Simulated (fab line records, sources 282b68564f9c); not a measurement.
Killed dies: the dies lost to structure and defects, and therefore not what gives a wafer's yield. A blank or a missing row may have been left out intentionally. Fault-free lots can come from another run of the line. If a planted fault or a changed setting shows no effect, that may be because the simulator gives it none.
fab line records | flow rit_cmos
[record] lots = 13 wafers = 39 last_day = 7
route steps=202 shown M1@196
lots that met no fault: taken from a fault-free run of the same line
start_h: hours from the record's opening day to when the first of the lot's shown wafers began | wait_h: time in hours since the lot's previous step | " same as the row above | L1.1+2: one row covering several wafers at once | - no value, or no start was given | * or withheld: withheld | < > ~ a bound
route shown NAME@n: NAME is a module with steps in the file, n the number in the route of the first one | usual: the fault-free wafers' mean and standard deviation | same: alike in all rows | chamber/n: place in a boat | sites: per-site readings | _std_site: the standard deviation of these | _edge_site: the outer-site mean with the inner-site mean subtracted | radius_mm: for every site, how far away it sits from the centre of the wafer | mask NAME#n: copy n | behind: the tool/chamber that last shaped the wafer | hold: the reason the lot was held/the length of the hold in hours/how it ended | device: names the non-switching transistor (n, p or np) | end of line: tests of these same wafers at the route's end | a step with no rows: only its recipe | killed: dies that structure and defects cost at the first sort, which is not the same as the wafer's yield | map: the dies of a wafer, with x for killed, . for not killed, _ for no die there
set.NAME: the setting as run; set.NAME@STEP: as run at that earlier step | model.NAME: the simulator's own value behind a step, which no gauge read
the route's steps for a sample of lots (tables are steps, rows are wafers)
services: when a tool's chamber went out of use (start_h, in hours from the record's first day, below 0 if earlier), for how many hours, and the reason
[[steps]]
[step RIT_M1_METAL_ETCH_12]
[recipe] stop_on = SiO2 chemistry = Cl2/BCl3 target = Al time_s = 165 over_etch_frac = 0.5 pressure_mtorr = 100 target_depth_a = 6000 rf_w = 250 Cl2_flow_sccm = 60 bcl3_flow_sccm = 50
[usual] drypump_motor_current_A = 5.6/0.51 oes_product_au = 0.773/0.011 throttle_valve_pct = 8.34/0.18
[same] time_s = 165
// columns lot.wafer tool chamber start_h wait_h drypump_motor_current_A oes_product_au rf_hours_counter_h throttle_valve_pct
L546.2 rie_metal-03 1 54.65 0.2 5.2 0.753 33 8.29
L546.3 " 0 " " 6.4 0.790 - 8.06
L546.5 " 1 " " 5.2 0.765 - 8.28
L547.4 rie_metal-02 1 58.74 0.1 5.7 0.776 - 8.55
L547.5 " 1 " " 5.7 0.775 - 8.56
L547.6 " 0 " " 4.9 0.773 - 8.17
L548.1 rie_metal-01 0 65.91 0.2 6.0 0.768 3 8.48
L548.3 " 1 " " 5.4 0.771 - 8.46
L548.5 " 1 " " 5.4 0.775 - 8.45
L550.1 rie_metal-02 1 75.50 0.2 5.7 0.771 4 8.56
L550.4 " 1 " " 5.7 0.775 - 8.54
L550.6 " 1 " " 5.7 0.784 - 8.53
L552.2 rie_metal-03 0 83.77 0.2 6.4 0.791 38 8.05
L552.3 " 0 " " 6.4 0.792 - 8.05
L552.4 " 1 " " 5.2 0.763 - 8.30
L553.1 rie_metal-02 1 90.29 0.2 5.7 0.780 4 8.55
L553.3 " 1 " " 5.7 0.782 - 8.54
L553.6 " 0 " " 4.9 0.770 - 8.18
L556.1 rie_metal-02 0 104.97 0.2 4.9 0.776 4 8.17
L556.2 " 1 " " 5.7 0.783 4 8.54
L556.3 " 1 " " 5.7 0.788 - 8.57
L560.3 rie_metal-01 0 125.40 0.2 6.0 0.760 - 8.47
L560.4 " 0 " " 6.0 0.760 - 8.48
L560.5 " 0 " " 6.1 0.758 - 8.50
L561.2 rie_metal-03 0 132.26 0.2 6.4 0.784 38 8.04
L561.3 " 0 " " 6.4 0.788 - 8.04
L561.5 " 0 " " 6.4 0.778 - 8.05
L563.1 rie_metal-01 0 140.76 0.2 6.0 0.775 4 8.48
L563.3 " 0 " " 6.0 0.761 - 8.49
L563.6 " 0 " " 6.0 0.780 - 8.49
L565.3 rie_metal-01 0 151.74 0.2 6.0 0.783 - 8.49
L565.5 " 0 " " 6.0 0.771 - 8.49
L565.6 " 0 " " 6.0 0.766 - 8.47
L567.3 rie_metal-03 0 159.43 0.2 6.4 0.778 - 8.04
L567.4 " 1 " " 5.1 0.765 - 8.28
L567.5 " 0 " " 6.4 0.774 - 8.06
L568.3 rie_metal-01 0 164.97 0.2 6.0 0.772 - 8.50
L568.4 " 1 " " 5.4 0.771 - 8.44
L568.6 " 0 " " 6.0 0.779 - 8.48
[step RIT_M1_CD_MEAS_90]
[recipe] target_cd_nm = 2600
[usual] cd_nm = 2602/3.4
// columns lot.wafer tool chamber start_h wait_h cd_nm
L546.2 cd_sem-02 - 55.19 0.1 2608
L546.3 " - " " 2599
L546.5 " - " " 2607
L547.4 cd_sem-02 - 59.26 0.1 2599
L547.5 " - " " 2597
L547.6 " - " " 2596
L548.1 cd_sem-02 - 66.43 0.1 2602
L548.3 " - " " 2601
L548.5 " - " " 2603
L550.1 cd_sem-01 - 76.01 0.1 2604
L550.4 " - " " 2604
L550.6 " - " " 2603
L552.2 cd_sem-01 - 84.30 0.1 2600
L552.3 " - " " 2600
L552.4 " - " " 2603
L553.1 cd_sem-01 - 90.85 0.1 2604
L553.3 " - " " 2604
L553.6 " - " " 2590
L556.1 cd_sem-01 - 105.53 0.1 2587
L556.2 " - " " 2600
L556.3 " - " " 2602
L560.3 cd_sem-02 - 126.01 0.1 2601
L560.4 " - " " 2603
L560.5 " - " " 2603
L561.2 cd_sem-01 - 132.79 0.1 2602
L561.3 " - " " 2601
L561.5 " - " " 2602
L563.1 cd_sem-02 - 141.44 0.1 2603
L563.3 " - " " 2603
L563.6 " - " " 2604
L565.3 cd_sem-02 - 152.36 0.1 2599
L565.5 " - " " 2598
L565.6 " - " " 2598
L567.3 cd_sem-01 - 159.93 0.1 2597
L567.4 " - " " 2603
L567.5 " - " " 2596
L568.3 cd_sem-01 - 165.47 0.1 2605
L568.4 " - " " 2606
L568.6 " - " " 2606
[step RIT_M1_PROBE_99]
[usual] defect_limited_yield = 97.3/1.1 killed_at_contacts = 0.1/0.3 killed_at_front_end = 7.1/3 killed_dies = 7.3/3 killed_open = 3.6/2 killed_short = 3.5/1.9
[same] gross_dies = 264 killed_at_M0_to_M3 = 0 killed_at_M4_up = 0 killed_at_back_side = 0 killed_at_other = 0
// columns lot.wafer tool chamber start_h wait_h defect_limited_yield[%] killed_at_contacts killed_at_front_end killed_dies killed_open killed_short
L546.2 prober-01 - 56.96 0.1 96.6 0 9 9 5 3
L546.3 prober-01 - 57.01 0.2 96.2 0 10 10 5 4
L546.5 prober-01 - 57.11 0.2 95.8 0 11 11 3 6
L547.4 prober-02 - 61.09 0.2 95.8 0 11 11 5 6
L547.5 prober-02 - 61.14 0.2 97.0 0 8 8 6 2
L547.6 prober-02 - 61.19 0.2 95.5 0 12 12 4 8
L548.1 prober-01 - 68.17 0.1 97.0 0 8 8 2 6
L548.3 prober-01 - 68.27 0.2 96.6 0 9 9 4 5
L548.5 prober-01 - 68.37 0.2 95.8 0 11 11 6 5
L550.1 prober-01 - 78.47 0.1 98.1 0 5 5 2 3
L550.4 prober-01 - 78.62 0.2 96.6 0 9 9 4 5
L550.6 prober-01 - 78.72 0.2 97.0 0 8 8 2 6
L552.2 prober-01 - 86.07 0.1 97.3 0 7 7 2 5
L552.3 prober-01 - 86.12 0.2 97.3 0 7 7 4 3
L552.4 prober-01 - 86.17 0.2 98.9 0 3 3 1 2
L553.1 prober-02 - 92.59 0.1 96.6 0 9 9 4 3
L553.3 prober-02 - 92.69 0.2 97.3 0 7 7 2 5
L553.6 prober-02 - 92.84 0.2 97.3 0 7 7 4 3
L556.1 prober-01 - 108.49 0.1 95.8 0 11 11 5 6
L556.2 prober-01 - 108.54 0.1 95.8 0 11 11 7 4
L556.3 prober-01 - 108.59 0.2 95.8 0 11 11 6 5
L560.3 prober-01 - 128.77 0.2 98.1 0 5 5 3 2
L560.4 prober-01 - 128.82 0.2 96.6 0 9 9 2 7
L560.5 prober-01 - 128.87 0.2 98.5 0 4 4 1 3
L561.2 prober-02 - 134.56 0.1 97.3 0 7 7 4 3
L561.3 prober-02 - 134.61 0.2 97.7 0 6 6 3 3
L561.5 prober-02 - 134.71 0.2 99.2 1 1 2 1 1
L563.1 prober-02 - 143.18 0.1 96.2 0 10 10 5 5
L563.3 prober-02 - 143.28 0.2 97.3 0 7 7 5 2
L563.6 prober-02 - 143.43 0.2 97.7 0 6 6 2 4
L565.3 prober-02 - 154.16 0.2 97.7 0 6 6 3 3
L565.5 prober-02 - 154.26 0.2 98.5 0 4 4 3 1
L565.6 prober-02 - 154.31 0.2 96.6 2 7 9 4 5
L567.3 prober-02 - 161.73 0.2 97.0 0 8 8 5 3
L567.4 prober-02 - 161.78 0.2 95.1 1 12 13 7 6
L567.5 prober-02 - 161.83 0.2 97.0 0 8 8 5 3
L568.3 prober-01 - 167.27 0.2 97.7 0 6 6 2 4
L568.4 prober-01 - 167.32 0.2 97.3 0 7 7 6 1
L568.6 prober-01 - 167.42 0.2 98.9 0 3 3 2 1
// killed by level:class
L546.2 GATE:geometric_particle:open=2 FOX1:geometric_particle:open=1 FOX2:geometric_particle:open=1 GATE:geometric_particle:short=1 REOX:geometric_particle:short=1 SPACER:geometric_particle:short=1 SILICIDE:geometric_particle:open=1 GATE:coat_microbubble_printed=1
L546.3 GATE:geometric_particle:open=4 GATE:geometric_particle:short=3 FOX2:geometric_particle:open=1 SPACER:geometric_particle:short=1 PWELL:coat_microbubble_printed=1
L546.5 SPACER:geometric_particle:short=3 GATE:geometric_particle:open=2 GATE:geometric_particle:short=2 PWELL:coat_microbubble_printed=2 SPACER:geometric_particle:open=1 SILICIDE:geometric_particle:short=1
L547.4 FOX1:geometric_particle:short=3 GATE:geometric_particle:open=3 FOX1:geometric_particle:open=1 FOX2:geometric_particle:open=1 REOX:geometric_particle:short=1 SPACER:geometric_particle:short=1 SILICIDE:geometric_particle:short=1
L547.5 GATE:geometric_particle:open=2 SILICIDE:geometric_particle:open=2 FOX2:geometric_particle:open=1 GATE:geometric_particle:short=1 REOX:geometric_particle:open=1 REOX:geometric_particle:short=1
L547.6 GATE:geometric_particle:open=4 GATE:geometric_particle:short=3 FOX1:geometric_particle:short=2 SPACER:geometric_particle:short=2 FOX2:geometric_particle:short=1
L548.1 SPACER:geometric_particle:short=3 GATE:geometric_particle:short=1 REOX:geometric_particle:open=1 REOX:geometric_particle:short=1 SILICIDE:geometric_particle:open=1 SILICIDE:geometric_particle:short=1
L548.3 GATE:geometric_particle:short=3 GATE:geometric_particle:open=3 SPACER:geometric_particle:open=1 SPACER:geometric_particle:short=1 SILICIDE:geometric_particle:short=1
L548.5 GATE:geometric_particle:short=3 GATE:geometric_particle:open=2 SPACER:geometric_particle:short=2 FOX2:geometric_particle:open=1 REOX:geometric_particle:open=1 SPACER:geometric_particle:open=1 SILICIDE:geometric_particle:open=1
L550.1 GATE:geometric_particle:short=3 GATE:geometric_particle:open=1 SPACER:geometric_particle:open=1
L550.4 GATE:geometric_particle:short=3 GATE:geometric_particle:open=2 ACTIVE:geometric_particle:short=1 FOX2:geometric_particle:open=1 REOX:geometric_particle:open=1 SPACER:geometric_particle:short=1
L550.6 GATE:geometric_particle:short=4 FOX1:geometric_particle:short=1 FOX1:geometric_particle:open=1 FOX2:geometric_particle:short=1 GATE:geometric_particle:open=1
L552.2 GATE:geometric_particle:short=4 GATE:geometric_particle:open=2 FOX1:geometric_particle:short=1
L552.3 GATE:geometric_particle:short=2 REOX:geometric_particle:open=2 FOX1:geometric_particle:open=1 REOX:geometric_particle:short=1 SILICIDE:geometric_particle:open=1
L552.4 GATE:geometric_particle:short=2 GATE:geometric_particle:open=1
L553.1 REOX:geometric_particle:open=2 GATE:coat_microbubble_printed=2 FOX1:geometric_particle:short=1 FOX2:geometric_particle:short=1 GATE:geometric_particle:short=1 GATE:geometric_particle:open=1 SILICIDE:geometric_particle:open=1
L553.3 REOX:geometric_particle:short=2 SPACER:geometric_particle:short=2 FOX1:geometric_particle:open=1 GATE:geometric_particle:short=1 GATE:geometric_particle:open=1
L553.6 SPACER:geometric_particle:open=2 FOX2:geometric_particle:open=1 FOX2:geometric_particle:short=1 GATE:geometric_particle:open=1 GATE:geometric_particle:short=1 REOX:geometric_particle:short=1
L556.1 FOX1:geometric_particle:short=3 GATE:geometric_particle:short=2 REOX:geometric_particle:open=2 FOX1:geometric_particle:open=1 REOX:geometric_particle:short=1 SPACER:geometric_particle:open=1 SILICIDE:geometric_particle:open=1
L556.2 SPACER:geometric_particle:open=3 REOX:geometric_particle:open=2 REOX:geometric_particle:short=2 GATE:geometric_particle:open=1 GATE:geometric_particle:short=1 SILICIDE:geometric_particle:short=1 SILICIDE:geometric_particle:open=1
L556.3 REOX:geometric_particle:open=3 FOX1:geometric_particle:short=2 SPACER:geometric_particle:open=2 REOX:geometric_particle:short=1 SPACER:geometric_particle:short=1 SILICIDE:geometric_particle:open=1 SILICIDE:geometric_particle:short=1
L560.3 SPACER:geometric_particle:open=2 FOX1:geometric_particle:short=1 GATE:geometric_particle:open=1 SPACER:geometric_particle:short=1
L560.4 FOX2:geometric_particle:short=2 GATE:geometric_particle:short=2 FOX1:geometric_particle:open=1 FOX1:geometric_particle:short=1 GATE:geometric_particle:open=1 REOX:geometric_particle:short=1 SPACER:geometric_particle:short=1
L560.5 SPACER:geometric_particle:short=2 FOX2:geometric_particle:open=1 GATE:geometric_particle:short=1
L561.2 SPACER:geometric_particle:open=2 GATE:geometric_particle:short=1 GATE:geometric_particle:open=1 SPACER:geometric_particle:short=1 SILICIDE:geometric_particle:open=1 SILICIDE:geometric_particle:short=1
L561.3 GATE:geometric_particle:short=2 GATE:geometric_particle:open=1 REOX:geometric_particle:open=1 REOX:geometric_particle:short=1 SPACER:geometric_particle:open=1
L561.5 FOX1:geometric_particle:open=1 CONTACT:geometric_particle:short=1
L563.1 GATE:geometric_particle:short=3 GATE:geometric_particle:open=2 FOX1:geometric_particle:open=1 REOX:geometric_particle:short=1 SPACER:geometric_particle:open=1 SPACER:geometric_particle:short=1 SILICIDE:geometric_particle:open=1
L563.3 FOX1:geometric_particle:open=2 SPACER:geometric_particle:open=2 GATE:geometric_particle:short=1 REOX:geometric_particle:short=1 SILICIDE:geometric_particle:open=1
L563.6 GATE:geometric_particle:open=2 SPACER:geometric_particle:short=2 ACTIVE:geometric_particle:short=1 GATE:geometric_particle:short=1
L565.3 GATE:geometric_particle:open=2 GATE:geometric_particle:short=2 SPACER:geometric_particle:open=1 SILICIDE:geometric_particle:short=1
L565.5 GATE:geometric_particle:open=1 GATE:geometric_particle:short=1 SPACER:geometric_particle:open=1 SILICIDE:geometric_particle:open=1
L565.6 GATE:geometric_particle:open=3 CONTACT:geometric_particle:short=2 FOX1:geometric_particle:short=1 GATE:geometric_particle:short=1 SILICIDE:geometric_particle:short=1 SILICIDE:geometric_particle:open=1
L567.3 GATE:geometric_particle:open=3 FOX1:geometric_particle:short=2 GATE:geometric_particle:short=1 SPACER:geometric_particle:open=1 SILICIDE:geometric_particle:open=1
L567.4 SPACER:geometric_particle:short=3 FOX2:geometric_particle:open=2 GATE:geometric_particle:short=2 GATE:geometric_particle:open=2 FOX1:geometric_particle:open=1 FOX1:geometric_particle:short=1 REOX:geometric_particle:open=1 CONTACT:geometric_particle:open=1
L567.5 GATE:geometric_particle:open=2 GATE:geometric_particle:short=2 REOX:geometric_particle:open=2 SPACER:geometric_particle:open=1 SPACER:geometric_particle:short=1
L568.3 FOX1:geometric_particle:short=2 ACTIVE:geometric_particle:short=1 REOX:geometric_particle:open=1 SILICIDE:geometric_particle:short=1 SILICIDE:geometric_particle:open=1
L568.4 GATE:geometric_particle:open=4 SPACER:geometric_particle:open=2 GATE:geometric_particle:short=1
L568.6 GATE:geometric_particle:open=2 SILICIDE:geometric_particle:short=1
[[services]]
// columns tool chamber start_h hours kind
rie_metal-01 1 124.26 29.4 repair
rie_metal-03 - 136.12 20.0 pm
rie_metal-03 0 136.12 20.0 vent_cycle
rie_metal-03 1 136.12 20.0 vent_cycle
rie_metal-03 0 156.12 - clean
rie_metal-03 1 156.12 - clean
[[key]]
[first_sign] step = RIT_M1_CD_MEAS_90 reading = cd_nm direction = down sigmas = 3.9 usual = 2602 struck = 2589
effect none on later readings
met_at RIT_M1_METAL_ETCH_12
struck_lots L553,L556
struck_wafers L553.6,L556.1
onset_between 58.74 90.29
[fault] kind = process_parameter_drift tool = rie_metal-02 chamber = 0 onset_h = 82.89 steps = RIT_M1_METAL_ETCH_12 channel = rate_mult offset = 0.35 shape = step end_h = 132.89
